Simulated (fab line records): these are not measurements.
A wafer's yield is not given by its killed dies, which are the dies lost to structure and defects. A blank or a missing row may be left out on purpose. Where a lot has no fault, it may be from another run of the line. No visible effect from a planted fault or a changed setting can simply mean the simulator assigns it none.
The tool behind it: which one? | flow berkeley_cmos170 | Sampling: 13 lots, 39 wafers, 6 of 331 route steps

## WHAT EACH GAUGE READ, for each wafer
UCB170_CONTACT_CD_MEAS_15: target cd 700 nm.
lot  | measured     | on        | cd_nm (nm)
L148 | day 8 03:46  | cd_sem-02 | 699.4 701.1 698.0
L150 | day 8 13:41  | cd_sem-02 | 699.9 700.8 700.6
L151 | day 9 01:23  | cd_sem-01 | 700.2 698.9 698.3
L153 | day 9 02:17  | cd_sem-01 | 699.8 699.4 700.5
L154 | day 9 16:35  | cd_sem-01 | 698.6 698.3 698.7
L158 | day 10 22:54 | cd_sem-02 | 701.8 701.1 701.8
L162 | day 11 07:22 | cd_sem-02 | 699.2 700.6 700.1
L165 | day 12 07:26 | cd_sem-02 | 699.1 699.5 700.3
L166 | day 12 07:46 | cd_sem-01 | 700.1 699.8 698.1
L164 | day 12 07:47 | cd_sem-02 | 701.1 701.6 701.2
L167 | day 12 08:02 | cd_sem-02 | 697.7 699.0 697.5
L169 | day 12 11:10 | cd_sem-01 | 700.3 699.0 701.0
L170 | day 12 20:40 | cd_sem-01 | 698.6 697.9 698.9

UCB170_M1_THK_MEAS_02: measures by xrf.
lot  | measured     | on            | M1_AL_THK (nm)
L148 | day 8 04:40  | film_metro-03 | 587 591 596
L150 | day 8 14:33  | film_metro-01 | 598 591 592
L151 | day 9 02:17  | film_metro-03 | 595 590 587
L153 | day 9 03:14  | film_metro-01 | 591 587 590
L154 | day 9 17:34  | film_metro-04 | 587 579 581
L158 | day 10 23:47 | film_metro-04 | 587 595 596
L162 | day 11 08:16 | film_metro-03 | 598 596 594
L165 | day 12 08:23 | film_metro-03 | 590 603 604
L166 | day 12 08:41 | film_metro-03 | 589 587 591
L164 | day 12 08:57 | film_metro-03 | 593 594 591
L167 | day 12 09:07 | film_metro-04 | 589 589 593
L169 | day 12 12:04 | film_metro-03 | 603 603 602
L170 | day 12 21:33 | film_metro-04 | 586 586 588

UCB170_M1_CD_MEAS_90: target cd 700 nm.
lot  | measured     | on        | cd_nm (nm)
L148 | day 8 07:02  | cd_sem-01 | 699.4 699.7 698.1
L150 | day 8 16:23  | cd_sem-01 | 699.9 700.4 699.7
L151 | day 9 04:04  | cd_sem-01 | 699.1 696.9 698.9
L153 | day 9 05:13  | cd_sem-01 | 696.7 698.0 699.4
L154 | day 9 19:15  | cd_sem-01 | 687.3 701.9 699.4
L158 | day 11 01:16 | cd_sem-02 | 703.6 702.5 702.5
L162 | day 11 10:05 | cd_sem-02 | 699.5 699.0 699.0
L165 | day 12 10:11 | cd_sem-01 | 699.1 700.4 697.1
L166 | day 12 10:31 | cd_sem-01 | 700.2 701.1 700.1
L164 | day 12 10:44 | cd_sem-01 | 703.0 700.7 703.6
L167 | day 12 11:01 | cd_sem-02 | 700.8 699.6 703.4
L169 | day 12 17:54 | cd_sem-02 | 696.3 696.8 697.7
L170 | day 13 00:40 | cd_sem-02 | 697.5 700.4 699.0

## EACH LOT AND THE TOOL THAT RAN IT (in order: tool; ch and the chambers of the sampled wafers; start)
lot  | UCB170_CONTACT_RTA_08            | UCB170_M1_METAL_ETCH_12           | UCB170_M1_STRIP_13
L148 | rtp_anneal-02 ch 0, day 8 02:14  | rie_metal-02 ch 0,1, day 8 06:47  | plasma_asher-02 ch 0,1, day 8 06:55
L150 | rtp_anneal-02 ch 0, day 8 12:37  | rie_metal-02 ch 1, day 8 16:04    | plasma_asher-02 ch 0,1, day 8 16:16
L151 | rtp_anneal-02 ch 0, day 9 00:20  | rie_metal-04 ch 0,1, day 9 03:50  | plasma_asher-02 ch 0,1, day 9 03:58
L153 | rtp_anneal-02 ch 0, day 9 00:49  | rie_metal-04 ch 0,1, day 9 04:59  | plasma_asher-01 ch 0,1, day 9 05:07
L154 | rtp_anneal-02 ch 0, day 9 15:11  | rie_metal-02 ch 0,1, day 9 19:01  | plasma_asher-04 ch 0,1, day 9 19:09
L158 | rtp_anneal-01 ch 0, day 10 21:52 | rie_metal-03 ch 0, day 11 01:01   | plasma_asher-02 ch 0,1, day 11 01:08
L162 | rtp_anneal-02 ch 0, day 11 05:25 | rie_metal-04 ch 0,1, day 11 09:51 | plasma_asher-04 ch 0,1, day 11 09:58
L165 | rtp_anneal-02 ch 0, day 12 06:31 | rie_metal-04 ch 0,1, day 12 09:56 | plasma_asher-01 ch 0,1, day 12 10:04
L166 | rtp_anneal-01 ch 0, day 12 06:33 | rie_metal-02 ch 0,1, day 12 10:16 | plasma_asher-04 ch 0,1, day 12 10:23
L164 | rtp_anneal-02 ch 0, day 12 06:35 | rie_metal-03 ch 0,1, day 12 10:31 | plasma_asher-04 ch 0,1, day 12 10:38
L167 | rtp_anneal-02 ch 0, day 12 06:59 | rie_metal-04 ch 0,1, day 12 10:47 | plasma_asher-02 ch 0,1, day 12 10:55
L169 | rtp_anneal-02 ch 0, day 12 10:07 | rie_metal-02 ch 0,1, day 12 17:39 | plasma_asher-04 ch 0,1, day 12 17:47
L170 | rtp_anneal-02 ch 0, day 12 18:58 | rie_metal-02 ch 0,1, day 13 00:26 | plasma_asher-02 ch 0,1, day 13 00:34
- UCB170_CONTACT_RTA_08: time 10 s.
- UCB170_M1_METAL_ETCH_12: etches Al in Cl2/BCl3, stops on PSG, target depth 780 nm, time 130 s.
- UCB170_M1_STRIP_13: strips in O2.

## AS READ BY THE TOOLS THEMSELVES (means over the sampled wafers that have a number; for cases with no such wafer, the mark the record gives instead)
UCB170_CONTACT_RTA_08.
lot  | tool          | lamp_power_pct (%) | wafer_temp_C_max
L148 | rtp_anneal-02 | 25.5               | 903.9
L150 | rtp_anneal-02 | 25.5               | 904.7
L151 | rtp_anneal-02 | 25.5               | 905.2
L153 | rtp_anneal-02 | 25.5               | 904.6
L154 | rtp_anneal-02 | 25.5               | 904.6
L158 | rtp_anneal-01 | 19.8               | 904.9
L162 | rtp_anneal-02 | 25.5               | 905.2
L165 | rtp_anneal-02 | 25.5               | 904.5
L166 | rtp_anneal-01 | 19.8               | 904.8
L164 | rtp_anneal-02 | 25.5               | 904.5
L167 | rtp_anneal-02 | 25.5               | 905.0
L169 | rtp_anneal-02 | 25.5               | 904.0
L170 | rtp_anneal-02 | 25.5               | 904.5

UCB170_M1_METAL_ETCH_12.
lot  | tool         | drypump_motor_current_A (A) | oes_product_au (a.u.) | rf_fwd_power_W (W) | throttle_valve_pct (%)
L148 | rie_metal-02 | 5.4                         | 0.837                 | 597.1              | 24.42
L150 | rie_metal-02 | 6.5                         | 0.844                 | 596.4              | 24.27
L151 | rie_metal-04 | 5.9                         | 0.848                 | 599.0              | 24.70
L153 | rie_metal-04 | 5.9                         | 0.850                 | 596.1              | 24.71
L154 | rie_metal-02 | 6.0                         | 0.842                 | 677.6              | 24.34
L158 | rie_metal-03 | 5.5                         | 0.873                 | 596.5              | 24.32
L162 | rie_metal-04 | 6.3                         | 0.846                 | 596.4              | 24.70
L165 | rie_metal-04 | 6.3                         | 0.853                 | 597.2              | 24.69
L166 | rie_metal-02 | 5.4                         | 0.847                 | 596.1              | 24.42
L164 | rie_metal-03 | 5.6                         | 0.866                 | 598.7              | 24.41
L167 | rie_metal-04 | 5.8                         | 0.852                 | 597.8              | 24.69
L169 | rie_metal-02 | 6.0                         | 0.855                 | 595.3              | 24.33
L170 | rie_metal-02 | 6.0                         | 0.846                 | 596.1              | 24.35

UCB170_M1_STRIP_13.
lot  | tool            | drypump_motor_current_A (A) | o2_flow_sccm (sccm) | oes_product_au (a.u.)
L148 | plasma_asher-02 | 5.49                        | 400.2               | 0.722
L150 | plasma_asher-02 | 5.48                        | 398.7               | 0.718
L151 | plasma_asher-02 | 5.47                        | 399.9               | 0.721
L153 | plasma_asher-01 | 5.47                        | 400.7               | 0.721
L154 | plasma_asher-04 | 5.66                        | 399.5               | 0.677
L158 | plasma_asher-02 | 5.50                        | 399.1               | 0.725
L162 | plasma_asher-04 | 5.38                        | 400.7               | 0.721
L165 | plasma_asher-01 | 5.26                        | 400.6               | 0.720
L166 | plasma_asher-04 | 5.67                        | 400.0               | 0.718
L164 | plasma_asher-04 | 5.35                        | 399.7               | 0.720
L167 | plasma_asher-02 | 5.50                        | 401.5               | 0.723
L169 | plasma_asher-04 | 5.67                        | 400.0               | 0.719
L170 | plasma_asher-02 | 5.46                        | 400.5               | 0.716

## THE ANSWER, worked out from the rows above alone
Rule: usual is defined by the lots themselves. Put in order of their means at a reading, lots are off if they are a third of the lots or fewer, leave a main group of 4 or more, and stand apart from it by a gap of 3 or more times the standard deviation of the main group's means; of several such gaps the widest counts. A main group is skipped when, at the precision printed for the reading in the tables above, its means are all equal. A lot without any number at a reading at which 4 lots or more have one is off too. The other lots that the step has rows for count as sound. After the gauges, taken in route order, come the tools' own readings; for these a lot's mean is taken, as printed above. At the first step where some lot is off, the reading lying furthest off is the one used; lots without a number count as furthest.
Off, at UCB170_M1_METAL_ETCH_12 on rf_fwd_power_W: L154. The main group: mean 596.9 W, standard deviation 1.1.
A tool fits if, at that step or a process step before it, it ran every lot that is off, and no sound lot after the first of them. None of those tried fits.

## WHAT THE SIMULATOR HAD PUT IN
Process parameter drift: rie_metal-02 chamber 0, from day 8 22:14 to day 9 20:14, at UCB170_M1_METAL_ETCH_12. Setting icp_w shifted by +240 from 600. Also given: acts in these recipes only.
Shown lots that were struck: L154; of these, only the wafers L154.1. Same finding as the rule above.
